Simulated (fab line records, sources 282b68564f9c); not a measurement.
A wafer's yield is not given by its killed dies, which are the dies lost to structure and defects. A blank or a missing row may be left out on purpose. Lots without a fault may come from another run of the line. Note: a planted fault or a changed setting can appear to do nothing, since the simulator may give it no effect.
fab line records -- flow ritCmos
[record] lots = 13, wafers = 39, lastDay = 7
route steps=202 shown NRETRO@59 GATE@96 NLDD@113 PSD@145 M1@202
lots that met no fault: from a run of the same line without faults
startH: start of the lot's first displayed wafer, in hours after the record's first day -- waitH: hours since the lot's step before -- " same as the row above -- L1.1+2: one row covering several wafers at once -- - either no value or no given start -- * or withheld: withheld -- < > ~ a bound
route shown NAME@n: a module of which the file shows steps, and the number in the route of the first -- usual: average and standard deviation across the fault-free wafers -- same: alike in all rows -- chamber/n: place in a boat -- sites: the reading at each site -- _std_site: the standard deviation of these -- _edge_site: the outer-site mean with the inner-site mean subtracted -- radiusMm: how far each site lies from the wafer's centre -- mask NAME#n: copy n -- behind: tool/chamber where the wafer was last shaped -- hold: cause of the lot's hold/its duration in hours/its outcome -- device: the n, p or np transistor that did not switch -- end of line: the tests these same wafers got at the end of their route -- for a step that has no rows: nothing shown but its recipe -- killed: not the wafer's yield, but the dies lost to structure and defects at the first sort -- map: a wafer's dies, marking killed ones x, the rest . and places with no die _
set.NAME: the setting the step ran with; set.NAME@STEP: the setting that earlier step ran with -- model.NAME: the simulator's own value behind a step, which no gauge read
steps of the route over a sample of lots; a table a step, a row a wafer
services: the hour from which a tool's chamber was out of use, counted from the record's first day as startH (under 0 if before that day), plus the number of hours and why
[[steps]]
[step RIT_NRETRO_OVL_MEAS_06]
[usual] NRETRO_OVL = 0.6/1.4
lot.wafer,tool,chamber,startH,waitH,NRETRO_OVL[nm]
L766.3,overlay-01,-,44.81,-,0.7
L766.5,overlay-01,-,44.81,-,3.7
L766.6,overlay-01,-,44.81,-,3.3
L767.1,overlay-02,-,51.20,-,0.4
L767.3,overlay-02,-,51.20,-,0.2
L767.6,overlay-02,-,51.20,-,0.1
L768.2,overlay-01,-,56.66,-,-2.3
L768.3,overlay-01,-,56.66,-,-1.0
L768.4,overlay-01,-,56.66,-,-0.3
L771.1,overlay-01,-,64.54,-,-0.6
L771.2,overlay-01,-,64.54,-,0.2
L771.6,overlay-01,-,64.54,-,1.4
L770.2,overlay-01,-,64.89,-,1.3
L770.3,overlay-01,-,64.89,-,1.1
L770.5,overlay-01,-,64.89,-,1.4
L772.2,overlay-02,-,68.49,-,0.4
L772.3,overlay-02,-,68.49,-,0.6
L772.5,overlay-02,-,68.49,-,0.4
L774.1,overlay-01,-,75.59,-,2.1
L774.5,overlay-01,-,75.59,-,0.6
L774.6,overlay-01,-,75.59,-,2.1
L777.3,overlay-02,-,90.14,-,-0.3
L777.4,overlay-02,-,90.14,-,1.4
L777.6,overlay-02,-,90.14,-,-0.8
L778.2,overlay-02,-,94.52,-,2.4
L778.5,overlay-02,-,94.52,-,3.2
L778.6,overlay-02,-,94.52,-,1.4
L783.1,overlay-01,-,116.32,-,1.9
L783.3,overlay-01,-,116.32,-,0.8
L783.4,overlay-01,-,116.32,-,1.4
L784.1,overlay-01,-,125.39,-,2.6
L784.3,overlay-01,-,125.39,-,2.2
L784.6,overlay-01,-,125.39,-,3.6
L786.3,overlay-01,-,130.88,-,-0.9
L786.4,overlay-01,-,130.88,-,0.0
L786.6,overlay-01,-,130.88,-,-0.8
L787.1,overlay-01,-,142.54,-,0.8
L787.4,overlay-01,-,142.54,-,1.9
L787.6,overlay-01,-,142.54,-,1.8
[step RIT_GATE_STRIP_20]
[recipe] chemistry = O2, timeS = 180, resist = NOVOLAK, platenTempC = withheld, powerW = 500, pressureMtorr = 4000, o2FlowSccm = 4000
[usual] drypumpMotorCurrentA = 6.0/0.44
lot.wafer,tool,chamber,startH,waitH,drypumpMotorCurrentA,rfHoursCounterH
L766.3,plasmaAsher-04,1,55.13,0.1,6.7,-
L766.5,plasmaAsher-04,0,55.13,0.1,6.4,-
L766.6,plasmaAsher-04,1,55.13,0.1,6.7,-
L767.1,plasmaAsher-04,0,62.63,0.1,6.3,27
L767.3,plasmaAsher-04,1,62.63,0.1,6.7,-
L767.6,plasmaAsher-04,0,62.63,0.1,6.3,-
L768.2,plasmaAsher-01,1,68.21,0.1,5.8,40
L768.3,plasmaAsher-01,0,68.21,0.1,5.9,-
L768.4,plasmaAsher-01,1,68.21,0.1,5.8,-
L771.1,plasmaAsher-04,0,72.39,0.1,6.3,28
L771.2,plasmaAsher-04,1,72.39,0.1,6.7,28
L771.6,plasmaAsher-04,0,72.39,0.1,6.4,-
L770.2,plasmaAsher-03,0,73.12,0.1,5.9,40
L770.3,plasmaAsher-03,1,73.12,0.1,5.5,-
L770.5,plasmaAsher-03,1,73.12,0.1,5.4,-
L772.2,plasmaAsher-04,1,81.14,0.1,6.7,29
L772.3,plasmaAsher-04,1,81.14,0.1,6.7,-
L772.5,plasmaAsher-04,0,81.14,0.1,6.4,-
L774.1,plasmaAsher-03,0,84.36,0.1,5.9,41
L774.5,plasmaAsher-03,1,84.36,0.1,5.4,-
L774.6,plasmaAsher-03,0,84.36,0.1,5.9,-
L777.3,plasmaAsher-03,0,98.05,0.1,5.9,-
L777.4,plasmaAsher-03,1,98.05,0.1,5.5,-
L777.6,plasmaAsher-03,0,98.05,0.1,5.9,-
L778.2,plasmaAsher-04,0,103.43,0.1,6.4,33
L778.5,plasmaAsher-04,1,103.43,0.1,6.7,-
L778.6,plasmaAsher-04,0,103.43,0.1,6.4,-
L783.1,plasmaAsher-04,1,130.74,0.1,6.7,37
L783.3,plasmaAsher-04,0,130.74,0.1,6.4,-
L783.4,plasmaAsher-04,1,130.74,0.1,6.7,-
L784.1,plasmaAsher-03,0,133.98,0.1,5.9,48
L784.3,plasmaAsher-03,1,133.98,0.1,5.5,-
L784.6,plasmaAsher-03,0,133.98,0.1,5.9,-
L786.3,plasmaAsher-03,1,138.50,0.1,5.4,-
L786.4,plasmaAsher-03,0,138.50,0.1,5.9,-
L786.6,plasmaAsher-03,0,138.50,0.1,5.9,-
L787.1,plasmaAsher-03,1,152.62,0.1,5.5,51
L787.4,plasmaAsher-03,0,152.62,0.1,5.9,-
L787.6,plasmaAsher-03,1,152.62,0.1,5.4,-
[step RIT_NLDD_TW_MEAS_10]
[usual] NLDD_TW = 2484/11
lot.wafer,tool,chamber,startH,waitH,NLDD_TW
L766.3,filmMetro-03,-,62.29,0.1,2502
L766.5,filmMetro-03,-,62.29,0.1,2489
L766.6,filmMetro-03,-,62.29,0.1,2502
L767.1,filmMetro-03,-,69.03,0.1,2502
L767.3,filmMetro-03,-,69.03,0.1,2503
L767.6,filmMetro-03,-,69.03,0.1,2504
L768.2,filmMetro-03,-,73.49,0.1,2501
L768.3,filmMetro-03,-,73.49,0.1,2483
L768.4,filmMetro-03,-,73.49,0.1,2483
L771.1,filmMetro-03,-,78.88,0.1,2473
L771.2,filmMetro-03,-,78.88,0.1,2477
L771.6,filmMetro-03,-,78.88,0.1,2470
L770.2,filmMetro-04,-,78.98,0.1,2466
L770.3,filmMetro-04,-,78.98,0.1,2466
L770.5,filmMetro-04,-,78.98,0.1,2464
L772.2,filmMetro-04,-,86.24,0.1,2477
L772.3,filmMetro-04,-,86.24,0.1,2472
L772.5,filmMetro-04,-,86.24,0.1,2468
L774.1,filmMetro-03,-,89.82,0.1,2496
L774.5,filmMetro-03,-,89.82,0.1,2475
L774.6,filmMetro-03,-,89.82,0.1,2482
L777.3,filmMetro-03,-,103.48,0.1,2482
L777.4,filmMetro-03,-,103.48,0.1,2500
L777.6,filmMetro-03,-,103.48,0.1,2492
L778.2,filmMetro-02,-,108.08,0.1,2500
L778.5,filmMetro-02,-,108.08,0.1,2492
L778.6,filmMetro-02,-,108.08,0.1,2481
L783.1,filmMetro-03,-,135.37,0.1,2475
L783.3,filmMetro-03,-,135.37,0.1,2494
L783.4,filmMetro-03,-,135.37,0.1,2491
L784.1,filmMetro-04,-,138.74,0.1,2487
L784.3,filmMetro-04,-,138.74,0.1,2491
L784.6,filmMetro-04,-,138.74,0.1,2483
L786.3,filmMetro-02,-,144.61,0.1,2471
L786.4,filmMetro-02,-,144.61,0.1,2493
L786.6,filmMetro-02,-,144.61,0.1,2473
L787.1,filmMetro-02,-,157.35,0.1,2474
L787.4,filmMetro-02,-,157.35,0.1,2471
L787.6,filmMetro-02,-,157.35,0.1,2487
[step RIT_PSD_EXPOSE_03]
[recipe] maskId = M10, na = 0.57, targetCdNm = 40900, doseMj = 250
[usual] exposureDoseMJCm2 = 250.00/0.28, focusOffsetNm = 0.1/0.52, stageVelMmS = 500.04/0.26
[same] na = 0.57
lot.wafer,tool,chamber,startH,waitH,mask,exposureDoseMJCm2,focusOffsetNm,stageVelMmS
L766.3,ilineStepper-01,0,68.59,0.1,M10#0,250.05,0.4,499.94
L766.5,ilineStepper-01,0,68.59,0.1,M10#0,250.50,1.1,499.76
L766.6,ilineStepper-01,0,68.59,0.1,M10#0,250.48,1.2,499.64
L767.1,ilineStepper-02,0,75.45,0.2,M10#0,249.82,0.6,500.12
L767.3,ilineStepper-02,0,75.45,0.2,M10#0,249.46,0.8,500.05
L767.6,ilineStepper-02,0,75.45,0.2,M10#0,249.42,0.4,500.40
L768.2,ilineStepper-01,0,80.10,0.3,M10#0,250.14,-0.3,499.81
L768.3,ilineStepper-01,0,80.10,0.3,M10#0,250.23,0.7,499.47
L768.4,ilineStepper-01,0,80.10,0.3,M10#0,250.14,0.1,499.91
L771.1,ilineStepper-01,0,85.25,0.2,M10#0,249.67,-0.1,500.11
L771.2,ilineStepper-01,0,85.25,0.2,M10#0,249.97,0.3,500.00
L771.6,ilineStepper-01,0,85.25,0.2,M10#0,249.85,-0.1,500.28
L770.2,ilineStepper-02,0,87.03,0.2,M10#0,250.33,0.1,500.10
L770.3,ilineStepper-02,0,87.03,0.2,M10#0,250.06,-0.7,500.07
L770.5,ilineStepper-02,0,87.03,0.2,M10#0,249.89,-0.3,499.95
L772.2,ilineStepper-02,0,93.48,0.1,M10#0,249.82,0.1,500.30
L772.3,ilineStepper-02,0,93.48,0.1,M10#0,250.43,-0.8,499.85
L772.5,ilineStepper-02,0,93.48,0.1,M10#0,249.73,0.3,500.05
L774.1,ilineStepper-01,0,96.91,0.2,M9#0,250.39,-0.3,500.21
L774.5,ilineStepper-01,0,96.91,0.2,M9#0,249.79,-0.2,499.78
L774.6,ilineStepper-01,0,96.91,0.2,M9#0,250.26,0.2,500.19
L777.3,ilineStepper-01,0,109.87,0.2,M10#0,249.62,-0.7,499.77
L777.4,ilineStepper-01,0,109.87,0.2,M10#0,249.94,0.8,500.07
L777.6,ilineStepper-01,0,109.87,0.2,M10#0,249.76,0.4,500.41
L778.2,ilineStepper-01,0,114.13,0.1,M10#0,249.66,0.1,500.01
L778.5,ilineStepper-01,0,114.13,0.1,M10#0,249.90,0.0,500.20
L778.6,ilineStepper-01,0,114.13,0.1,M10#0,249.70,0.9,500.41
L783.1,ilineStepper-02,0,141.36,0.2,M10#0,250.21,0.2,499.70
L783.3,ilineStepper-02,0,141.36,0.2,M10#0,250.12,-0.7,499.48
L783.4,ilineStepper-02,0,141.36,0.2,M10#0,250.45,-0.5,499.95
L784.1,ilineStepper-01,0,145.25,0.2,M10#0,250.13,0.2,500.69
L784.3,ilineStepper-01,0,145.25,0.2,M10#0,250.21,0.1,500.22
L784.6,ilineStepper-01,0,145.25,0.2,M10#0,250.06,0.3,500.29
L786.3,ilineStepper-02,0,151.11,0.1,M10#0,249.45,0.8,500.23
L786.4,ilineStepper-02,0,151.11,0.1,M10#0,249.46,-0.3,500.08
L786.6,ilineStepper-02,0,151.11,0.1,M10#0,249.39,-0.7,499.95
L787.1,ilineStepper-01,0,163.46,0.2,M10#0,250.05,0.7,499.98
L787.4,ilineStepper-01,0,163.46,0.2,M10#0,250.11,0.5,500.44
L787.6,ilineStepper-01,0,163.46,0.2,M10#0,249.90,-0.4,500.33
[step RIT_PSD_OVL_MEAS_06]
[usual] PSD_OVL = -0.1/1.5
lot.wafer,tool,chamber,startH,waitH,PSD_OVL[nm]
L766.3,overlay-02,-,69.00,-,0.4
L766.5,overlay-02,-,69.00,-,0.0
L766.6,overlay-02,-,69.00,-,0.2
L767.1,overlay-02,-,75.85,-,-1.3
L767.3,overlay-02,-,75.85,-,-0.4
L767.6,overlay-02,-,75.85,-,-0.6
L768.2,overlay-02,-,80.65,-,0.7
L768.3,overlay-02,-,80.65,-,2.0
L768.4,overlay-02,-,80.65,-,1.4
L771.1,overlay-02,-,85.65,-,2.3
L771.2,overlay-02,-,85.65,-,0.2
L771.6,overlay-02,-,85.65,-,0.3
L770.2,overlay-01,-,87.42,-,0.6
L770.3,overlay-01,-,87.42,-,-1.6
L770.5,overlay-01,-,87.42,-,-0.1
L772.2,overlay-02,-,93.87,-,-2.6
L772.3,overlay-02,-,93.87,-,-2.4
L772.5,overlay-02,-,93.87,-,-0.5
L774.1,overlay-02,-,97.31,-,-
L774.5,overlay-02,-,97.31,-,-
L774.6,overlay-02,-,97.31,-,-
L777.3,overlay-02,-,110.24,-,0.1
L777.4,overlay-02,-,110.24,-,1.5
L777.6,overlay-02,-,110.24,-,2.3
L778.2,overlay-02,-,114.51,-,0.5
L778.5,overlay-02,-,114.51,-,1.0
L778.6,overlay-02,-,114.51,-,1.8
L783.1,overlay-01,-,141.76,-,-2.0
L783.3,overlay-01,-,141.76,-,-1.3
L783.4,overlay-01,-,141.76,-,-2.4
L784.1,overlay-01,-,145.65,-,0.9
L784.3,overlay-01,-,145.65,-,-1.1
L784.6,overlay-01,-,145.65,-,-1.6
L786.3,overlay-01,-,151.48,-,-1.0
L786.4,overlay-01,-,151.48,-,-1.8
L786.6,overlay-01,-,151.48,-,1.5
L787.1,overlay-01,-,163.86,-,4.4
L787.4,overlay-01,-,163.86,-,1.9
L787.6,overlay-01,-,163.86,-,3.5
[step RIT_PSD_TW_MEAS_10]
[usual] PSD_TW = 3420/15
lot.wafer,tool,chamber,startH,waitH,PSD_TW
L766.3,filmMetro-04,-,69.52,0.1,3422
L766.5,filmMetro-04,-,69.52,0.1,3429
L766.6,filmMetro-04,-,69.52,0.1,3425
L767.1,filmMetro-03,-,76.36,0.1,3428
L767.3,filmMetro-03,-,76.36,0.1,3412
L767.6,filmMetro-03,-,76.36,0.1,3420
L768.2,filmMetro-02,-,81.37,0.1,3395
L768.3,filmMetro-02,-,81.37,0.1,3403
L768.4,filmMetro-02,-,81.37,0.1,3414
L771.1,filmMetro-02,-,86.28,0.1,3413
L771.2,filmMetro-02,-,86.28,0.1,3404
L771.6,filmMetro-02,-,86.28,0.1,3413
L770.2,filmMetro-02,-,87.93,0.1,3434
L770.3,filmMetro-02,-,87.93,0.1,3413
L770.5,filmMetro-02,-,87.93,0.1,3420
L772.2,filmMetro-04,-,94.41,0.1,3389
L772.3,filmMetro-04,-,94.41,0.1,3385
L772.5,filmMetro-04,-,94.41,0.1,3398
L774.1,filmMetro-04,-,98.05,0.1,30
L774.5,filmMetro-04,-,98.05,0.1,30
L774.6,filmMetro-04,-,98.05,0.1,30
L777.3,filmMetro-03,-,110.76,0.1,3410
L777.4,filmMetro-03,-,110.76,0.1,3430
L777.6,filmMetro-03,-,110.76,0.1,3419
L778.2,filmMetro-02,-,115.03,0.1,3433
L778.5,filmMetro-02,-,115.03,0.1,3432
L778.6,filmMetro-02,-,115.03,0.1,3435
L783.1,filmMetro-02,-,142.27,0.1,3445
L783.3,filmMetro-02,-,142.27,0.1,3421
L783.4,filmMetro-02,-,142.27,0.1,3435
L784.1,filmMetro-02,-,146.16,0.1,3396
L784.3,filmMetro-02,-,146.16,0.1,3405
L784.6,filmMetro-02,-,146.16,0.1,3388
L786.3,filmMetro-02,-,152.24,0.1,3410
L786.4,filmMetro-02,-,152.24,0.1,3411
L786.6,filmMetro-02,-,152.24,0.1,3426
L787.1,filmMetro-02,-,164.37,0.1,3420
L787.4,filmMetro-02,-,164.37,0.1,3417
L787.6,filmMetro-02,-,164.37,0.1,3422
[step RIT_M1_PROBE_99]
[usual] killed_at_M0_to_M3 = 0.0/0.14, killedAtFrontEnd = 7.3/2.8, killedDies = 7.3/2.8, killedOnRim = 1.9/1.3, killedOpen = 3.8/1.9, killedShort = 3.5/1.8
[same] grossDies = 264, killed_at_M4_up = 0, killedAtBackSide = 0, killedAtContacts = 0, killedAtOther = 0
lot.wafer,tool,chamber,startH,waitH,killed_at_M0_to_M3,killedAtFrontEnd,killedDies,killedOnRim,killedOpen,killedShort
L766.3,prober-01,-,77.67,0.2,0,7,7,2,2,5
L766.5,prober-01,-,77.77,0.2,0,6,6,4,5,1
L766.6,prober-01,-,77.82,0.2,0,3,3,1,3,0
L767.1,prober-02,-,84.26,0.1,0,8,8,0,3,5
L767.3,prober-02,-,84.36,0.2,0,6,6,1,4,2
L767.6,prober-02,-,84.51,0.2,0,13,13,4,5,8
L768.2,prober-01,-,89.75,0.1,1,6,7,3,2,5
L768.3,prober-01,-,89.80,0.2,0,1,1,0,1,0
L768.4,prober-01,-,89.85,0.2,0,11,11,3,8,3
L771.1,prober-01,-,94.25,0.1,1,6,7,2,3,4
L771.2,prober-01,-,94.30,0.1,0,6,6,0,2,4
L771.6,prober-01,-,94.50,0.2,0,6,6,1,3,3
L770.2,prober-02,-,96.23,0.1,0,9,9,2,5,4
L770.3,prober-02,-,96.28,0.2,0,6,6,3,4,1
L770.5,prober-02,-,96.38,0.2,0,8,8,3,6,2
L772.2,prober-02,-,102.57,0.1,0,12,12,4,3,9
L772.3,prober-02,-,102.62,0.2,0,9,9,3,3,6
L772.5,prober-02,-,102.72,0.2,0,6,6,3,3,3
L774.1,prober-01,-,105.90,0.1,0,264,264,70,6,2
L774.5,prober-01,-,106.10,0.2,0,264,264,70,4,1
L774.6,prober-01,-,106.15,0.2,0,264,264,70,1,5
L777.3,prober-02,-,118.92,0.2,0,8,8,3,4,4
L777.4,prober-02,-,118.97,0.2,0,6,6,2,3,3
L777.6,prober-02,-,119.07,0.2,0,13,13,3,9,4
L778.2,prober-01,-,123.40,0.1,0,10,10,2,6,4
L778.5,prober-01,-,123.55,0.2,0,2,2,0,0,2
L778.6,prober-01,-,123.60,0.2,0,7,7,4,2,5
L783.1,prober-02,-,150.95,0.1,0,10,10,2,8,2
L783.3,prober-02,-,151.05,0.2,0,17,17,3,9,8
L783.4,prober-02,-,151.10,0.2,0,9,9,2,7,2
L784.1,prober-01,-,154.09,0.1,0,7,7,1,5,2
L784.3,prober-01,-,154.19,0.2,0,10,10,3,6,4
L784.6,prober-01,-,154.34,0.2,0,6,6,3,4,2
L786.3,prober-01,-,160.97,0.2,0,10,10,6,5,5
L786.4,prober-01,-,161.02,0.2,0,8,8,0,5,3
L786.6,prober-01,-,161.12,0.2,0,9,9,3,5,4
L787.1,prober-02,-,172.35,0.1,0,10,10,4,6,4
L787.4,prober-02,-,172.50,0.2,0,8,8,4,7,1
L787.6,prober-02,-,172.60,0.2,0,3,3,0,2,1
// killed by level:class
L766.3 GATE:geometricParticle:open=2 REOX:geometricParticle:short=2 SPACER:geometricParticle:short=2 FOX1:geometricParticle:short=1
L766.5 REOX:geometricParticle:open=3 FOX2:geometricParticle:open=1 REOX:geometricParticle:short=1 SPACER:geometricParticle:open=1
L766.6 REOX:geometricParticle:open=1 SPACER:geometricParticle:open=1 SILICIDE:geometricParticle:open=1
L767.1 FOX2:geometricParticle:short=2 FOX1:geometricParticle:short=1 FOX2:geometricParticle:open=1 GATE:geometricParticle:short=1 GATE:geometricParticle:open=1 REOX:geometricParticle:short=1 SILICIDE:geometricParticle:open=1
L767.3 SPACER:geometricParticle:open=2 FOX1:geometricParticle:short=1 GATE:geometricParticle:open=1 REOX:geometricParticle:open=1 SPACER:geometricParticle:short=1
L767.6 GATE:geometricParticle:short=4 GATE:geometricParticle:open=3 REOX:geometricParticle:short=2 FOX1:geometricParticle:short=1 FOX2:geometricParticle:open=1 SPACER:geometricParticle:open=1 SILICIDE:geometricParticle:short=1
L768.2 GATE:geometricParticle:short=3 GATE:geometricParticle:open=1 REOX:geometricParticle:open=1 SPACER:geometricParticle:short=1 M1:geometricParticle:short=1
L768.3 FOX2:geometricParticle:open=1
L768.4 GATE:geometricParticle:open=5 SPACER:geometricParticle:open=2 SILICIDE:geometricParticle:short=2 GATE:geometricParticle:short=1 REOX:geometricParticle:open=1
L771.1 FOX1:geometricParticle:open=1 FOX1:geometricParticle:short=1 FOX2:geometricParticle:short=1 GATE:geometricParticle:open=1 GATE:geometricParticle:short=1 SPACER:geometricParticle:open=1 M1:geometricParticle:short=1
L771.2 FOX1:geometricParticle:short=3 FOX1:geometricParticle:open=1 GATE:geometricParticle:open=1 GATE:geometricParticle:short=1
L771.6 FOX1:geometricParticle:open=2 SILICIDE:geometricParticle:short=2 FOX2:geometricParticle:short=1 FOX2:geometricParticle:open=1
L770.2 GATE:geometricParticle:short=2 SPACER:geometricParticle:open=2 SILICIDE:geometricParticle:open=2 FOX1:geometricParticle:open=1 FOX1:geometricParticle:short=1 SILICIDE:geometricParticle:short=1
L770.3 SPACER:geometricParticle:open=2 FOX1:geometricParticle:short=1 GATE:geometricParticle:open=1 REOX:geometricParticle:open=1 NLDD:coatMicrobubblePrinted=1
L770.5 FOX2:geometricParticle:open=2 GATE:geometricParticle:open=2 GATE:geometricParticle:short=1 REOX:geometricParticle:open=1 SPACER:geometricParticle:short=1 SILICIDE:geometricParticle:open=1
L772.2 GATE:geometricParticle:short=7 GATE:geometricParticle:open=2 FOX1:geometricParticle:short=1 REOX:geometricParticle:open=1 SPACER:geometricParticle:short=1
L772.3 GATE:geometricParticle:short=2 REOX:geometricParticle:open=2 SILICIDE:geometricParticle:short=2 FOX2:geometricParticle:short=1 REOX:geometricParticle:short=1 SILICIDE:geometricParticle:open=1
L772.5 REOX:geometricParticle:short=2 FOX2:geometricParticle:open=1 FOX2:geometricParticle:short=1 GATE:geometricParticle:open=1 REOX:geometricParticle:open=1
L774.1 PSD:areaExpose=256 FOX2:geometricParticle:open=2 GATE:geometricParticle:open=2 FOX1:geometricParticle:open=1 FOX2:geometricParticle:short=1 GATE:geometricParticle:short=1 SILICIDE:geometricParticle:open=1
L774.5 PSD:areaExpose=259 GATE:geometricParticle:open=2 FOX2:geometricParticle:open=1 GATE:geometricParticle:short=1 SPACER:geometricParticle:open=1
L774.6 PSD:areaExpose=258 SILICIDE:geometricParticle:short=4 GATE:geometricParticle:open=1 GATE:geometricParticle:short=1
L777.3 GATE:geometricParticle:short=2 FOX1:geometricParticle:short=1 GATE:geometricParticle:open=1 REOX:geometricParticle:open=1 SPACER:geometricParticle:open=1 SILICIDE:geometricParticle:open=1 SILICIDE:geometricParticle:short=1
L777.4 GATE:geometricParticle:short=3 FOX1:geometricParticle:open=1 GATE:geometricParticle:open=1 SILICIDE:geometricParticle:open=1
L777.6 FOX2:geometricParticle:open=2 GATE:geometricParticle:open=2 REOX:geometricParticle:open=2 SPACER:geometricParticle:open=2 ACTIVE:geometricParticle:open=1 FOX1:geometricParticle:short=1 GATE:geometricParticle:short=1 REOX:geometricParticle:short=1
L778.2 GATE:geometricParticle:short=3 GATE:geometricParticle:open=3 SPACER:geometricParticle:open=2 FOX2:geometricParticle:short=1 SILICIDE:geometricParticle:open=1
L778.5 GATE:geometricParticle:short=1 REOX:geometricParticle:short=1
L778.6 GATE:geometricParticle:short=3 FOX1:geometricParticle:short=1 FOX2:geometricParticle:short=1 GATE:geometricParticle:open=1 REOX:geometricParticle:open=1
L783.1 REOX:geometricParticle:open=5 GATE:geometricParticle:open=2 FOX1:geometricParticle:open=1 REOX:geometricParticle:short=1 SPACER:geometricParticle:short=1
L783.3 REOX:geometricParticle:short=5 REOX:geometricParticle:open=3 SPACER:geometricParticle:open=3 GATE:geometricParticle:open=2 FOX1:geometricParticle:open=1 FOX1:geometricParticle:short=1 GATE:geometricParticle:short=1 SILICIDE:geometricParticle:short=1
L783.4 REOX:geometricParticle:open=3 REOX:geometricParticle:short=2 FOX1:geometricParticle:open=1 GATE:geometricParticle:open=1 SPACER:geometricParticle:open=1 SILICIDE:geometricParticle:open=1
L784.1 FOX2:geometricParticle:open=3 FOX2:geometricParticle:short=2 REOX:geometricParticle:open=1 SPACER:geometricParticle:open=1
L784.3 REOX:geometricParticle:open=2 FOX1:geometricParticle:open=1 FOX1:geometricParticle:short=1 GATE:geometricParticle:open=1 REOX:geometricParticle:short=1 SPACER:geometricParticle:short=1 SPACER:geometricParticle:open=1 SILICIDE:geometricParticle:short=1
L784.6 FOX1:geometricParticle:open=2 FOX1:geometricParticle:short=1 FOX2:geometricParticle:open=1 GATE:geometricParticle:short=1 SPACER:geometricParticle:open=1
L786.3 SILICIDE:geometricParticle:short=3 GATE:geometricParticle:open=2 SILICIDE:geometricParticle:open=2 FOX1:geometricParticle:open=1 FOX1:geometricParticle:short=1 FOX2:geometricParticle:short=1
L786.4 GATE:geometricParticle:open=3 FOX1:geometricParticle:short=1 FOX2:geometricParticle:open=1 GATE:geometricParticle:short=1 SPACER:geometricParticle:open=1 SPACER:geometricParticle:short=1
L786.6 FOX1:geometricParticle:short=2 GATE:geometricParticle:short=2 SILICIDE:geometricParticle:open=2 FOX1:geometricParticle:open=1 FOX2:geometricParticle:open=1 GATE:geometricParticle:open=1
L787.1 GATE:geometricParticle:open=4 FOX1:geometricParticle:open=1 FOX2:geometricParticle:short=1 FOX2:geometricParticle:open=1 REOX:geometricParticle:short=1 SPACER:geometricParticle:short=1 SILICIDE:geometricParticle:short=1
L787.4 GATE:geometricParticle:open=5 ACTIVE:geometricParticle:open=1 FOX1:geometricParticle:open=1 GATE:geometricParticle:short=1
L787.6 GATE:geometricParticle:open=1 REOX:geometricParticle:short=1 SILICIDE:geometricParticle:open=1
[[services]]
tool,chamber,startH,hours,kind
ilineStepper-01,-,35.94,1.7,pm
ilineStepper-01,0,48.95,-,calibration
plasmaAsher-01,-,83.33,28.1,pm
ilineStepper-02,0,111.26,-,calibration
plasmaAsher-01,-,111.44,9.0,pm
plasmaAsher-01,0,111.44,9.0,ventCycle
plasmaAsher-01,1,111.44,9.0,ventCycle
plasmaAsher-01,-,113.25,4.2,repair
ilineStepper-01,-,115.01,3.7,repair
plasmaAsher-01,0,120.44,-,clean
plasmaAsher-01,1,120.44,-,clean
plasmaAsher-01,-,159.39,3.5,repair
[[key]]
[firstSign] step = RIT_PSD_EXPOSE_03, reading = mask, direction = changed
[effect] step = RIT_PSD_OVL_MEAS_06, reading = PSD_OVL, direction = missing
[effect] step = RIT_PSD_TW_MEAS_10, reading = PSD_TW, direction = down, sigmas = 99+, usual = 3420, struck = 30
[effect] step = RIT_M1_PROBE_99, reading = killedAtFrontEnd, direction = up, sigmas = 90, usual = 7.3, struck = 264
[moreKillsBornAt] RIT_PSD_EXPOSE_03@ilineStepper-01 = 773
metAt RIT_PSD_EXPOSE_03
struckLots L774
testerLeftOut L774
notActingAt RIT_NRETRO_OVL_MEAS_06,RIT_GATE_STRIP_20,RIT_NLDD_TW_MEAS_10
onsetBetween 85.25 96.91
[fault] kind = wrongMask, tool = any, chamber = -, onsetH = 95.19, steps = RIT_PSD_EXPOSE_03, auxCopy = M9#0, scope = struckLotsOnly
// testerLeftOut: of these lots the tester's yield and bins aren't shown, on N5 and GAA mostly nor the transistor test; their killed dies are dies lost to structure and defects alone, not to doping, threshold or leakage, so they don't give the yield
